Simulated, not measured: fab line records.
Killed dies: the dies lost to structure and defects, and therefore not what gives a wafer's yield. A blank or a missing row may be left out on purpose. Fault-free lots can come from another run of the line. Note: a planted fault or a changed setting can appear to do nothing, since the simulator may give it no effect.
fab line records -- flow ritCmos
record: lots: 6, wafers: 18, lastDay: 7
route steps=202 shown SPACER@127 NSD@131 M1@202
lots that met no fault: taken from a fault-free run of the same line
startH: start of the lot's first displayed wafer, in hours after the record's first day -- waitH: hours from the lot's prior step to this one -- " same as the row above -- L1.1+2: a row that stands for several wafers -- - no value, or no start was given -- * or withheld: withheld -- < > ~ a bound
route shown NAME@n: names a module that has steps shown in the file, with the first one's number in the route -- usual: mean/standard deviation of fault-free wafers -- same: alike in all rows -- chamber/n: place in a boat -- sites: the reading at each site -- _std_site: the values' standard deviation -- _edge_site: the outer-site mean with the inner-site mean subtracted -- radiusMm: how far each site lies from the wafer's centre -- mask NAME#n: copy n -- behind: tool/chamber where the wafer was last shaped -- hold: cause of the lot's hold/its duration in hours/its outcome -- device: the n, p or np transistor that did not switch -- end of line: the same wafers' tests at the end of the route -- step lacking rows: just its recipe -- killed: count of dies lost to structure and defects at first sort (not the wafer's yield) -- map: a wafer's dies, x killed, . not, _ none there
set.NAME: the run value of the setting; set.NAME@STEP: its run value at that earlier step -- model.NAME: the simulator's own value behind a step, which no gauge read
lots at selected steps of the route; one table per step, one row per wafer
services: a tool's chamber out of use, with start hour (startH, from the record's first day; less than 0 if before it), hours out, and reason
== steps ==
step: RIT_SPACER_CLEAN_02
recipe: chemistry: SC2, mix: 3:3:50, timeS: 600, tempC: 75, dry: n2Spin
step: RIT_SPACER_CVD_03
recipe: material: Si3N4, targetThkNm: 250, tempC: 810, precursor: SiH2Cl2/NH3, timeS: 3300, pressureMtorr: 300, sih2cl2FlowSccm: 60, nh3FlowSccm: 150
step: RIT_SPACER_THK_MEAS_04
recipe: reads: Si3N4_of_SPACER_CVD_03
usual: SPACER_NITRIDE_THK: 249.4/2.3
lot.wafer,tool,chamber,startH,waitH,SPACER_NITRIDE_THK[nm]
L548.1,filmMetro-01,-,78.49,0.0,251.3
L548.2,filmMetro-01,-,78.49,0.0,251.5
L548.4,filmMetro-01,-,78.49,0.0,253.1
L553.1,filmMetro-01,-,103.97,0.0,249.3
L553.5,filmMetro-01,-,103.97,0.0,248.8
L553.6,filmMetro-01,-,103.97,0.0,249.3
L555.1,filmMetro-04,-,111.40,0.0,247.9
L555.4,filmMetro-04,-,111.40,0.0,249.8
L555.5,filmMetro-04,-,111.40,0.0,247.7
L556.1,filmMetro-03,-,115.34,0.0,247.7
L556.2,filmMetro-03,-,115.34,0.0,247.3
L556.4,filmMetro-03,-,115.34,0.0,247.6
L559.2,filmMetro-04,-,131.60,0.0,252.9
L559.3,filmMetro-04,-,131.60,0.0,253.1
L559.4,filmMetro-04,-,131.60,0.0,251.7
L565.1,filmMetro-04,-,160.20,0.0,250.8
L565.3,filmMetro-04,-,160.20,0.0,250.2
L565.5,filmMetro-04,-,160.20,0.0,249.1
step: RIT_SPACER_ETCHBACK_05
recipe: targetDepthA: 2500, SF6_flow_sccm: 30, CHF3_flow_sccm: 30, target: Si3N4, chemistry: SF6/CHF3, pressureMtorr: 40, rfW: 250, timeS: 240, stopOn: SiO2
usual: drypumpMotorCurrentA: 5.9/0.44, oesProductAu: 0.843/0.014, rfFwdPowerW: 249.4/0.81, throttleValvePct: 10.28/0.098
lot.wafer,tool,chamber,startH,waitH,drypumpMotorCurrentA,oesProductAu,rfFwdPowerW,rfHoursCounterH,throttleValvePct
L548.1,rieDiel-03,3,78.55,0.1,6.5,0.858,248.7,139,10.32
L548.2,rieDiel-03,2,78.55,0.1,6.3,0.862,249.5,151,10.19
L548.4,rieDiel-03,1,78.55,0.1,5.5,0.848,248.7,-,10.32
L553.1,rieDiel-03,2,104.03,0.1,6.3,0.865,250.3,152,10.19
L553.5,rieDiel-03,2,104.03,0.1,6.3,0.863,249.6,-,10.18
L553.6,rieDiel-03,0,104.03,0.1,5.3,0.834,250.1,-,10.25
L555.1,rieDiel-02,0,111.46,0.1,6.4,0.857,249.9,133,10.44
L555.4,rieDiel-02,1,111.46,0.1,5.9,0.848,250.0,46,10.20
L555.5,rieDiel-02,3,111.46,0.1,6.1,0.818,248.9,-,10.30
L556.1,rieDiel-02,1,115.40,0.1,5.9,0.830,248.7,46,10.18
L556.2,rieDiel-02,2,115.40,0.1,5.4,0.834,250.3,4,10.25
L556.4,rieDiel-02,3,115.40,0.1,6.1,0.827,247.9,8,10.30
L559.2,rieDiel-03,0,131.65,0.0,5.3,0.845,250.8,1,10.29
L559.3,rieDiel-03,3,131.65,0.0,6.5,0.870,249.7,140,10.32
L559.4,rieDiel-03,2,131.65,0.0,6.3,0.857,248.8,-,10.20
L565.1,rieDiel-02,2,160.26,0.1,5.4,0.831,249.6,5,10.26
L565.3,rieDiel-02,0,160.26,0.1,6.4,0.846,248.7,134,10.44
L565.5,rieDiel-02,3,160.26,0.1,6.1,0.828,250.0,-,10.29
step: RIT_NSD_HMDS_00
recipe: primeTimeS: 60, primeTempC: 140
step: RIT_NSD_COAT_01
recipe: resist: NOVOLAK, spinRpm: 3250, resistThkNm: 993.2
step: RIT_NSD_SOFTBAKE_02
recipe: resist: NOVOLAK, tempC: 90, timeS: 60
step: RIT_NSD_EXPOSE_03
recipe: maskId: M9, na: 0.57, targetCdNm: 40700, doseMj: 250
step: RIT_NSD_PEB_04
recipe: resist: NOVOLAK, tempC: withheld, timeS: withheld
step: RIT_NSD_DEVELOP_05
recipe: resist: NOVOLAK, developTimeS: 50, devTempC: 23
step: RIT_NSD_OVL_MEAS_06
usual: NSD_OVL: 0.4/1.2
lot.wafer,tool,chamber,startH,waitH,NSD_OVL[nm]
L548.1,overlay-02,-,79.68,-,-0.8
L548.2,overlay-02,-,79.68,-,0.4
L548.4,overlay-02,-,79.68,-,0.2
L553.1,overlay-02,-,105.03,-,2.7
L553.5,overlay-02,-,105.03,-,2.4
L553.6,overlay-02,-,105.03,-,0.4
L555.1,overlay-02,-,112.77,-,0.3
L555.4,overlay-02,-,112.77,-,1.3
L555.5,overlay-02,-,112.77,-,-0.1
L556.1,overlay-02,-,116.52,-,1.6
L556.2,overlay-02,-,116.52,-,2.3
L556.4,overlay-02,-,116.52,-,2.4
L559.2,overlay-01,-,132.66,-,0.8
L559.3,overlay-01,-,132.66,-,0.3
L559.4,overlay-01,-,132.66,-,2.5
L565.1,overlay-02,-,161.44,-,0.3
L565.3,overlay-02,-,161.44,-,1.1
L565.5,overlay-02,-,161.44,-,0.7
step: RIT_NSD_HARDBAKE_07
recipe: resist: NOVOLAK, tempC: 140, timeS: 60
step: RIT_NSD_IMPLANT_08
recipe: species: P, energyKev: 25, doseCm2: 1e+15, tiltDeg: 7
usual: beamEnergyKeV: 25.000/0.0081
lot.wafer,tool,chamber,startH,waitH,beamEnergyKeV,model.implant.drpNm
L548.1,implanter-01,0,79.96,0.1,24.990,14.84
L548.2,implanter-01,0,79.96,0.1,24.983,14.84
L548.4,implanter-01,0,79.96,0.1,25.003,14.84
L553.1,implanter-03,0,105.22,0.1,24.999,14.84
L553.5,implanter-03,0,105.22,0.1,24.994,14.84
L553.6,implanter-03,0,105.22,0.1,24.997,14.84
L555.1,implanter-03,0,112.95,0.1,25.331,14.95
L555.4,implanter-03,0,112.95,0.1,25.325,14.95
L555.5,implanter-03,0,112.95,0.1,25.314,14.95
L556.1,implanter-03,0,116.71,0.1,25.345,14.95
L556.2,implanter-03,0,116.71,0.1,25.326,14.95
L556.4,implanter-03,0,116.71,0.1,25.335,14.95
L559.2,implanter-01,0,132.86,0.1,25.003,14.84
L559.3,implanter-01,0,132.86,0.1,25.012,14.84
L559.4,implanter-01,0,132.86,0.1,24.997,14.84
L565.1,implanter-01,0,161.77,0.1,24.992,14.84
L565.3,implanter-01,0,161.77,0.1,24.999,14.84
L565.5,implanter-01,0,161.77,0.1,25.006,14.84
step: RIT_NSD_STRIP_09
recipe: chemistry: O2, timeS: 180, resist: NOVOLAK, platenTempC: withheld, powerW: 500, pressureMtorr: 4000, o2FlowSccm: 4000
usual: drypumpMotorCurrentA: 5.59/0.2, o2FlowSccm: 3998/13
lot.wafer,tool,chamber,startH,waitH,drypumpMotorCurrentA,o2FlowSccm,rfHoursCounterH
L548.1,plasmaAsher-03,0,80.11,0.1,5.77,4036,43
L548.2,plasmaAsher-03,1,80.11,0.1,5.69,4007,43
L548.4,plasmaAsher-03,1,80.11,0.1,5.73,3993,-
L553.1,plasmaAsher-03,1,105.37,0.1,5.74,4026,46
L553.5,plasmaAsher-03,1,105.37,0.1,5.76,3997,-
L553.6,plasmaAsher-03,0,105.37,0.1,5.77,3995,-
L555.1,plasmaAsher-04,1,113.10,0.1,5.56,3995,33
L555.4,plasmaAsher-04,0,113.10,0.1,5.19,3996,-
L555.5,plasmaAsher-04,1,113.10,0.1,5.55,3986,-
L556.1,plasmaAsher-03,1,116.86,0.1,5.75,3991,48
L556.2,plasmaAsher-03,0,116.86,0.1,5.74,3992,48
L556.4,plasmaAsher-03,0,116.86,0.1,5.76,3978,-
L559.2,plasmaAsher-04,0,132.99,0.1,5.20,4001,36
L559.3,plasmaAsher-04,1,132.99,0.1,5.55,3993,-
L559.4,plasmaAsher-04,0,132.99,0.1,5.20,3999,-
L565.1,plasmaAsher-04,0,161.92,0.1,5.20,3975,39
L565.3,plasmaAsher-04,0,161.92,0.1,5.21,3986,-
L565.5,plasmaAsher-04,0,161.92,0.1,5.22,3970,-
step: RIT_M1_PROBE_99
usual: killedAtFrontEnd: 6.9/3, killedDies: 6.9/3, killedOpen: 3.5/2, killedShort: 3.4/2.1
same: grossDies: 264, killed_at_M0_to_M3: 0, killed_at_M4_up: 0, killedAtBackSide: 0, killedAtContacts: 0, killedAtOther: 0
lot.wafer,tool,chamber,startH,waitH,killedAtFrontEnd,killedDies,killedOpen,killedShort
L553.1,prober-02,-,115.82,0.1,1,1,1,0
L553.5,prober-02,-,116.02,0.2,7,7,5,2
L553.6,prober-02,-,116.07,0.2,7,7,4,3
L555.1,prober-02,-,123.47,0.1,5,5,2,3
L555.4,prober-02,-,123.62,0.2,9,9,7,2
L555.5,prober-02,-,123.67,0.2,14,14,9,5
L556.1,prober-01,-,126.33,0.1,2,2,0,2
L556.2,prober-01,-,126.38,0.1,5,5,3,2
L556.4,prober-01,-,126.48,0.2,4,4,4,0
L565.1,prober-02,-,171.55,0.1,5,5,1,4
L565.3,prober-02,-,171.65,0.2,11,11,8,3
L565.5,prober-02,-,171.75,0.2,6,6,4,2
killed by level:class
L553.1 GATE:geometricParticle:open=1
L553.5 GATE:geometricParticle:open=3 FOX1:geometricParticle:open=1 GATE:geometricParticle:short=1 REOX:geometricParticle:short=1 SPACER:geometricParticle:open=1
L553.6 GATE:geometricParticle:short=2 SPACER:geometricParticle:open=2 FOX1:geometricParticle:open=1 GATE:geometricParticle:open=1 SILICIDE:geometricParticle:short=1
L555.1 FOX2:geometricParticle:short=1 REOX:geometricParticle:open=1 REOX:geometricParticle:short=1 SPACER:geometricParticle:open=1 SILICIDE:geometricParticle:short=1
L555.4 GATE:geometricParticle:open=2 SPACER:geometricParticle:open=2 SILICIDE:geometricParticle:open=2 FOX2:geometricParticle:open=1 REOX:geometricParticle:short=1 SPACER:geometricParticle:short=1
L555.5 SILICIDE:geometricParticle:open=4 GATE:geometricParticle:open=3 FOX2:geometricParticle:short=2 FOX1:geometricParticle:short=1 FOX2:geometricParticle:open=1 GATE:geometricParticle:short=1 REOX:geometricParticle:short=1 SPACER:geometricParticle:open=1
L556.1 FOX2:geometricParticle:short=1 SILICIDE:geometricParticle:short=1
L556.2 FOX2:geometricParticle:open=1 REOX:geometricParticle:short=1 SPACER:geometricParticle:open=1 SILICIDE:geometricParticle:short=1 SILICIDE:geometricParticle:open=1
L556.4 GATE:geometricParticle:open=2 REOX:geometricParticle:open=1 SILICIDE:geometricParticle:open=1
L565.1 GATE:geometricParticle:short=3 FOX1:geometricParticle:short=1 FOX2:geometricParticle:open=1
L565.3 FOX1:geometricParticle:open=3 GATE:geometricParticle:open=3 GATE:geometricParticle:short=2 REOX:geometricParticle:open=2 FOX2:geometricParticle:short=1
L565.5 SPACER:geometricParticle:open=2 FOX1:geometricParticle:short=1 FOX1:geometricParticle:open=1 GATE:geometricParticle:short=1 GATE:geometricParticle:open=1
== services ==
tool,chamber,startH,hours,kind
plasmaAsher-03,-,61.16,2.7,repair
implanter-03,-,64.28,3.0,repair
rieDiel-03,0,68.01,-,clean
rieDiel-03,0,68.01,17.0,scheduledDown
rieDiel-03,0,68.01,17.0,ventCycle
implanter-03,-,81.27,1.4,pm
rieDiel-03,2,115.14,2.8,repair
rieDiel-03,-,144.74,0.5,repair
implanter-01,-,150.12,3.1,pm
== key ==
firstSign: step: RIT_NSD_IMPLANT_08, reading: beamEnergyKeV, direction: up, sigmas: 40, usual: 25.000, struck: 25.329
effect none on later readings
modelEffect: step: RIT_NSD_IMPLANT_08, value: implant.drpNm, without: 14.84, struck: 14.95
metAt RIT_NSD_IMPLANT_08
struckWafers L555.1,L555.4,L555.5,L556.1,L556.2,L556.4
testerLeftOut L555,L556
onsetBetween 105.22 112.95
fault: kind: processParameterDrift, tool: implanter-03, chamber: -, onsetH: 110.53, steps: RIT_NSD_IMPLANT_08, channel: energyKev, offset: 0.32343, shape: step, endH: 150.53, actsIn: theseRecipesOnly, stated: 25
testerLeftOut: of these lots the tester's yield and bins aren't shown, on N5 and GAA mostly nor the transistor test; their killed dies are dies lost to structure and defects alone, not to doping, threshold or leakage, so they don't give the yield
